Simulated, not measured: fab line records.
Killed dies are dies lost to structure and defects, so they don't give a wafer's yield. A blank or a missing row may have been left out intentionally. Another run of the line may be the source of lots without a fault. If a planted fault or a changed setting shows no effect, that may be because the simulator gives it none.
Comparing a struck lot with a sound one | flow rit-cmos | 43 steps out of a route of 202
Sound: wafers L277.1, L277.2, L277.3. The struck wafers were L291.3, L291.4, L291.5. At the end, the cause is stated.
At each step with rows: each side's tool, then ch and its chambers, then its first start. Under that, the readings that differ: sound wafers | struck wafers | difference of the means | sigmas: that difference in standard deviations of wafers without a fault.
alike: same words and numbers on both sides, and readings whose means sit less than 2 such deviations apart. not compared: any withheld reading, any reading some wafer has no value for, any bound like >300 that may hide the same value, and any number with overlapping values for which the record gives no deviation.
A row with sigmas, a row that says differs or no value, or rows on one side alone: a step with any of these is where the two part. When numbers do not overlap yet have no deviation, they are printed without sigmas and do not part them. A reading that every wafer of one side lacks parts them only if that side has two wafers or more.

first, 3 steps without rows for these wafers: RIT_REOX_CLEAN_01 (cleans in dHF, time 30 s); RIT_REOX_CLEAN_02 (cleans in SC2, time 600 s); RIT_REOX_OXIDATION_03 (target thk 25.2 nm, ox time 5580 s).
RIT_REOX_THK_MEAS_04:
  sound on film-metro-01 at day 2 22:15; struck on film-metro-04 at day 5 16:25
  alike: REOX_OXIDE_THK
then, 6 steps without rows for these wafers: RIT_NLDD_HMDS_00 (prime time 60 s); RIT_NLDD_COAT_01 (resist thk 1000 nm); RIT_NLDD_SOFTBAKE_02 (time 60 s); RIT_NLDD_EXPOSE_03 (exposes mask M7, target cd 40700 nm); RIT_NLDD_PEB_04; RIT_NLDD_DEVELOP_05 (develop time 50 s).
RIT_NLDD_OVL_MEAS_06:
  sound on overlay-02 at day 2 23:17; struck on overlay-02 at day 5 17:30
  alike: NLDD_OVL
then, 1 step without rows for these wafers: RIT_NLDD_HARDBAKE_07 (time 60 s).
RIT_NLDD_IMPLANT_08:
  sound on implanter-01 ch 0, day 2 23:28; struck on implanter-01 ch 0, day 5 17:43
  reading            | sound                     | struck                        | difference | sigmas
  dose-ions-cm2      | 5.001e+14 5e+14 4.996e+14 | 2.109e+14 2.106e+14 2.106e+14 | -2.892e+14 | -99 or more
  faraday-current-uA | 1541 1533 1547            | 669 663 670                   | -873       | -28
  alike: beam-on-s
RIT_NLDD_STRIP_09: strips in O2, time 180 s.
  sound on plasma-asher-02 ch 0,1, day 2 23:37; struck on plasma-asher-02 ch 0,1, day 5 17:53
  alike: drypump-motor-current-A
  not compared: rf-hours-counter-h
RIT_NLDD_TW_MEAS_10:
  sound on film-metro-01 at day 2 23:48; struck on film-metro-01 at day 5 18:14
  reading | sound          | struck         | difference | sigmas
  NLDD_TW | 2521 2488 2485 | 1962 1954 1937 | -547       | -32
  not compared: hold
then, 5 steps without rows for these wafers: RIT_PLDD_COAT_01 (resist thk 1000 nm); RIT_PLDD_SOFTBAKE_02 (time 60 s); RIT_PLDD_EXPOSE_03 (exposes mask M8, target cd 40900 nm); RIT_PLDD_PEB_04; RIT_PLDD_DEVELOP_05 (develop time 50 s).
RIT_PLDD_OVL_MEAS_06:
  sound on overlay-02 at day 3 00:49; struck on overlay-02 at day 5 21:24
  alike: PLDD_OVL
then, 2 steps without rows for these wafers: RIT_PLDD_HARDBAKE_07 (time 60 s); RIT_PLDD_IMPLANT_08.
RIT_PLDD_STRIP_09: strips in O2, time 180 s.
  sound on plasma-asher-01 ch 0,1, day 3 01:10; struck on plasma-asher-03 ch 0,1, day 5 21:47
  alike: drypump-motor-current-A
  not compared: rf-hours-counter-h
RIT_PLDD_TW_MEAS_10:
  sound on film-metro-04 at day 3 01:20; struck on film-metro-04 at day 5 21:55
  alike: PLDD_TW
then, 4 steps without rows for these wafers: RIT_SPACER_CLEAN_00 (cleans in SC1, time 600 s); RIT_SPACER_CLEAN_01 (cleans in dHF, time 30 s); RIT_SPACER_CLEAN_02 (cleans in SC2, time 600 s); RIT_SPACER_CVD_03 (deposits Si3N4 from SiH2Cl2/NH3, target thk 250 nm, time 3300 s).
RIT_SPACER_THK_MEAS_04:
  sound on film-metro-04 at day 3 03:41; struck on film-metro-04 at day 6 01:09
  reading                 | sound             | struck            | difference | sigmas
  SPACER_NITRIDE_THK (nm) | 251.4 253.1 251.8 | 247.0 247.5 246.3 | -5.2       | -2
RIT_SPACER_ETCHBACK_05: etches Si3N4 in SF6/CHF3, stops on SiO2, target depth 250 nm, time 240 s.
  sound on rie-diel-02 ch 0,1,3, day 3 03:44; struck on rie-diel-02 ch 0,1,2, day 6 01:11
  alike: CHF3_flow_sccm, drypump-motor-current-A, oes-product-au, throttle-valve-pct
  not compared: rf-hours-counter-h
then, 6 steps without rows for these wafers: RIT_NSD_HMDS_00 (prime time 60 s); RIT_NSD_COAT_01 (resist thk 1000 nm); RIT_NSD_SOFTBAKE_02 (time 60 s); RIT_NSD_EXPOSE_03 (exposes mask M9, target cd 40700 nm); RIT_NSD_PEB_04; RIT_NSD_DEVELOP_05 (develop time 50 s).
RIT_NSD_OVL_MEAS_06:
  sound on overlay-02 at day 3 04:44; struck on overlay-01 at day 6 02:20
  alike: NSD_OVL
then, 2 steps without rows for these wafers: RIT_NSD_HARDBAKE_07 (time 60 s); RIT_NSD_IMPLANT_08.
RIT_NSD_STRIP_09: strips in O2, time 180 s.
  sound on plasma-asher-03 ch 0,1, day 3 05:05; struck on plasma-asher-02 ch 0,1, day 6 03:04
  alike: drypump-motor-current-A
  not compared: rf-hours-counter-h
RIT_SDANNEAL_RS_MEAS_07: the measuring method here is four-point-probe.
  sound on film-metro-04 at day 3 07:31; struck on film-metro-01 at day 6 06:18
  reading          | sound             | struck            | difference | sigmas
  NLDD_RS (ohm/sq) | 151.4 151.1 151.4 | 290.2 291.7 291.5 | +139.8     | +99 or more
  not compared: hold
RIT_M1_PROBE_99:
  the record has rows for the sound wafers here (prober-01, day 3 15:31) and none for the struck ones

== WHERE THEY PART ==
At RIT_NLDD_IMPLANT_08 first; at RIT_M1_PROBE_99 last (within this record only).

WHY: whatever the simulator had introduced
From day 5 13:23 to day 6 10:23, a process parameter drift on implanter-01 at RIT_NLDD_IMPLANT_08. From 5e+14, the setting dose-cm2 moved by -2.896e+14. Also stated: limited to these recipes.
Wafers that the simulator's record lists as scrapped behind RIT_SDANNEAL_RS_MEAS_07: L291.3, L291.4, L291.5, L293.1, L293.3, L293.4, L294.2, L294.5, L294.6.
